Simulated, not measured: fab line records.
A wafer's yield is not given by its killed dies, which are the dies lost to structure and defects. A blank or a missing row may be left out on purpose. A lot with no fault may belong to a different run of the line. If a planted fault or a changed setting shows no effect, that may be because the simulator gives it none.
A lot that was struck, set against a sound lot :: flow rit_cmos :: 16 steps out of a route of 202
Sound: wafers L523.2, L523.4, L523.6. Struck: wafers L528.3, L528.5, L528.6. The cause comes at the end.
Per side, at each step with rows, come the tool, then ch with its chambers, and then its first start. Under that, the readings that differ: sound wafers :: struck wafers :: difference of the means :: sigmas: that difference in standard deviations of wafers without a fault.
alike: readings with means less than 2 such deviations apart, plus words and numbers identical on both sides. not compared: withheld readings, readings lacking a value on some wafer, bounds such as >300 that could conceal the same value, and numbers that have no deviation in the record and whose values overlap.
Wherever a step has rows on one side only, a row that says differs or no value, or a row with sigmas, the two part there. When numbers do not overlap yet have no deviation, they are printed without sigmas and do not part them. A reading missing from all wafers of one side parts the sides only when that side holds two or more wafers.

first, 4 steps without rows for these wafers: RIT_PLDD_SOFTBAKE_02 (time 60 s); RIT_PLDD_EXPOSE_03 (exposes mask M8, target cd 40900 nm); RIT_PLDD_PEB_04; RIT_PLDD_DEVELOP_05 (develop time 50 s).
RIT_PLDD_OVL_MEAS_06:
  sound: overlay-02 at day 4 02:53; struck: overlay-02 at day 4 22:54
  alike: PLDD_OVL
then, 2 steps without rows for these wafers: RIT_PLDD_HARDBAKE_07 (time 60 s); RIT_PLDD_IMPLANT_08.
RIT_PLDD_STRIP_09: strips in O2, time 180 s.
  sound on plasma_asher-02 ch 0,1, day 4 03:13; struck on plasma_asher-04 ch 0,1, day 4 23:17
  alike: drypump_motor_current_A
  not compared: rf_hours_counter_h
RIT_PLDD_TW_MEAS_10:
  sound: film_metro-03 at day 4 03:24; struck: film_metro-03 at day 4 23:25
  alike: PLDD_TW
then, 3 steps without rows for these wafers: RIT_SPACER_CLEAN_00 (cleans in SC1, time 600 s); RIT_SPACER_CLEAN_01 (cleans in dHF, time 30 s); RIT_SPACER_CLEAN_02 (cleans in SC2, time 600 s).
RIT_SPACER_CVD_03: deposits Si3N4 from SiH2Cl2/NH3, target thk 250 nm, time 3300 s.
  sound on lpcvd-02 ch 1, day 4 03:50; struck on lpcvd-02 ch 0, day 4 23:50
reading: spike_tc_centre_C (C)
sound: 811.0 812.5 812.6
struck: 834.8 833.6 833.7
difference: +22.0
sigmas: +16

reading: spike_tc_load_C (C)
sound: 834.9 831.8 832.8
struck: 855.9 854.1 855.2
difference: +21.9
sigmas: +10

reading: spike_tc_source_C (C)
sound: 835.4 833.0 834.0
struck: 847.7 847.2 845.5
difference: +12.7
sigmas: +4

reading: model.Si3N4_of_SPACER_CVD_03.thk_nm (nm)
sound: 255.3 255.3 254.8
struck: 355.4 352.2 354.1
difference: +98.8
sigmas: 
  alike: pressure_mtorr
RIT_SPACER_THK_MEAS_04:
  sound: film_metro-04 at day 4 05:45; struck: film_metro-02 at day 5 02:04
reading: SPACER_NITRIDE_THK (nm)
sound: 255.2 255.5 254.7
struck: 355.4 352.4 353.8
difference: +98.7
sigmas: +37
  not compared: hold
RIT_SPACER_ETCHBACK_05: etches Si3N4 in SF6/CHF3, stops on SiO2, target depth 250 nm, time 240 s.
  sound on rie_diel-02 ch 1,3, day 4 05:48; struck on rie_diel-02 ch 0,3, day 5 03:49
reading: hold
sound: - - -
struck: await_dispo/1.7h/release await_dispo/1.7h/release await_dispo/1.7h/release
difference: no value on the sound wafers
sigmas: 

reading: oes_product_au (a.u.)
sound: 0.876 0.874 0.864
struck: 1.001 1.015 0.995
difference: +0.132
sigmas: +13

reading: model.Si3N4_of_SPACER_CVD_03.thk_nm (nm)
sound: 200.8 199 200.4
struck: 278.9 276 277.6
difference: +77.4
sigmas: 

reading: model.etch.depth_nm (nm)
sound: 255.3 255.3 254.8
struck: 311.4 313 312.4
difference: +57.1
sigmas: 
  alike: drypump_motor_current_A, throttle_valve_pct
  not compared: rf_hours_counter_h
RIT_M1_PROBE_99:
  sound: prober-02 at day 4 17:03; struck: prober-02 at day 5 17:14
reading: hold
sound: - - -
struck: await_dispo/1.0h/scrap await_dispo/1.0h/scrap await_dispo/1.0h/scrap
difference: no value on the sound wafers
sigmas: 

reading: killed_at_front_end
sound: 7 4 8
struck: 264 264 264
difference: +258
sigmas: +86

reading: killed_dies
sound: 7 5 8
struck: 264 264 264
difference: +257
sigmas: +86

reading: killed_on_rim
sound: 0 0 3
struck: 70 70 70
difference: +69
sigmas: +46

reading: killed_open
sound: 2 2 2
struck: 7 5 7
difference: +4
sigmas: +2
  alike: killed_at_contacts, killed_short

## WHERE THEY PART
At RIT_SPACER_CVD_03 first; at RIT_M1_PROBE_99 last (within this record only).

WHY: whatever the simulator had introduced
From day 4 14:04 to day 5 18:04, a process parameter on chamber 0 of lpcvd-02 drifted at RIT_SPACER_CVD_03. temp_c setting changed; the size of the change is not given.
